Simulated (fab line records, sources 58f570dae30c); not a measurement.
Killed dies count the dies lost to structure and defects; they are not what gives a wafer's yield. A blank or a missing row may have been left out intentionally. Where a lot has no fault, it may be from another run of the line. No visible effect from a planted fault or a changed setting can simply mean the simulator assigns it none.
fab line records | flow berkeleyCmos170
record lots=13 wafers=39 lastDay=11
route steps=331 shown PLDD@149
lots that met no fault: taken from a fault-free run of the same line
startH: start of the lot's first displayed wafer, in hours after the record's first day | waitH: hours elapsed since this lot's preceding step | " same as the row above | L1.1+2: a row that stands for several wafers | - no value, or no start was given | * or withheld: withheld | < > ~ a bound
route shown NAME@n: NAME is a module with steps in the file, n the number in the route of the first one | usual: mean/standard deviation taken from wafers without a fault | same: alike in all rows | chamber/n: place in a boat | sites: per-site readings | _std_site: standard deviation of those values | _edge_site: the outer-site mean with the inner-site mean subtracted | radiusMm: how far each site lies from the wafer's centre | mask NAME#n: copy n | behind: the last tool/chamber to shape the wafer | hold: cause of the lot's hold/its duration in hours/its outcome | device: which transistor (n, p or np) failed to switch | end of line: tests run on the same wafers once the route is complete | a step without rows: its recipe alone | killed: dies lost to structure and defects at the first sort, not the wafer's yield | map: per-die view of a wafer (x killed, . not killed, _ where there is no die)
set.NAME: the setting that was run; set.NAME@STEP: the one run at that earlier step | model.NAME: the simulator's own value behind a step, which no gauge read
route steps across a sampled set of lots; one table per step, one row per wafer
## steps
# step UCB170_PLDD_PEB_04
# recipe pebTempC=130 pebTimeS=withheld resist=KrF
# columns lot.wafer tool chamber startH waitH
L318.2+3+6 lithoTrack-04 0 119.01 0.1
L320.1+4+6 lithoTrack-02 0 132.27 0.1
L321.3+5+6 lithoTrack-03 0 142.33 0.1
L322.1+4+5 lithoTrack-04 0 143.39 0.1
L323.1+2+5 lithoTrack-04 0 143.66 0.2
L324.1+3+4 lithoTrack-02 0 156.61 0.2
L325.3+4+5 lithoTrack-03 0 156.93 0.2
L328.1+3+4 lithoTrack-04 0 163.66 0.1
L329.1+4+5 lithoTrack-04 0 179.20 0.4
L331.3+4+5 lithoTrack-04 0 193.04 0.4
L332.1+3+6 lithoTrack-03 0 193.59 0.4
L339.1+5+6 lithoTrack-04 0 224.00 0.4
L340.2+5+6 lithoTrack-04 0 224.57 0.4
# step UCB170_PLDD_CD_MEAS_06
# recipe targetCdNm=1200
# usual cdNm=1199.9/1.5
# columns lot.wafer tool chamber startH waitH cdNm
L318.2 cdSem-02 - 119.28 - 1200.9
L318.3 " - " " 1201.1
L318.6 " - " " 1200.4
L320.1 cdSem-02 - 132.55 - 1199.3
L320.4 " - " " 1199.4
L320.6 " - " " 1198.9
L321.3 cdSem-01 - 142.60 - 1200.6
L321.5 " - " " 1200.4
L321.6 " - " " 1201.1
L322.1 cdSem-02 - 143.66 - 1198.6
L322.4 " - " " 1198.0
L322.5 " - " " 1198.4
L323.1 cdSem-01 - 143.94 - 1200.7
L323.2 " - " " 1200.3
L323.5 " - " " 1200.4
L324.1 cdSem-01 - 156.88 - 1200.1
L324.3 " - " " 1199.1
L324.4 " - " " 1199.3
L325.3 cdSem-02 - 157.25 - 1201.2
L325.4 " - " " 1201.1
L325.5 " - " " 1201.0
L328.1 cdSem-02 - 163.94 - 1203.7
L328.3 " - " " 1203.1
L328.4 " - " " 1203.0
L329.1 cdSem-02 - 179.47 - 1199.7
L329.4 " - " " 1199.9
L329.5 " - " " 1200.6
L331.3 cdSem-02 - 193.31 - 1198.3
L331.4 " - " " 1197.5
L331.5 " - " " 1196.7
L332.1 cdSem-02 - 193.86 - 1205.3
L332.3 " - " " 1205.1
L332.6 " - " " 1205.5
L339.1 cdSem-02 - 224.27 - 1198.7
L339.5 " - " " 1200.1
L339.6 " - " " 1198.7
L340.2 cdSem-01 - 224.84 - 1202.9
L340.5 " - " " 1203.8
L340.6 " - " " 1200.6
## key
firstSign step=UCB170_PLDD_CD_MEAS_06 reading=cdNm direction=up sigmas=3.6 usual=1199.9 struck=1205.3
effect none on later readings
metAt UCB170_PLDD_PEB_04
struckLots L332
testerLeftOut L332
onsetBetween 156.93 193.59
fault kind=processParameterDrift tool=lithoTrack-03 chamber=- onsetH=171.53 steps=UCB170_PLDD_PEB_04 channel=pebTimeS offset=withheld shape=step endH=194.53 actsIn=*
# testerLeftOut: of these lots the tester's yield and bins aren't shown, on N5 and GAA mostly nor the transistor test; their killed dies are dies lost to structure and defects alone, not to doping, threshold or leakage, so they don't give the yield
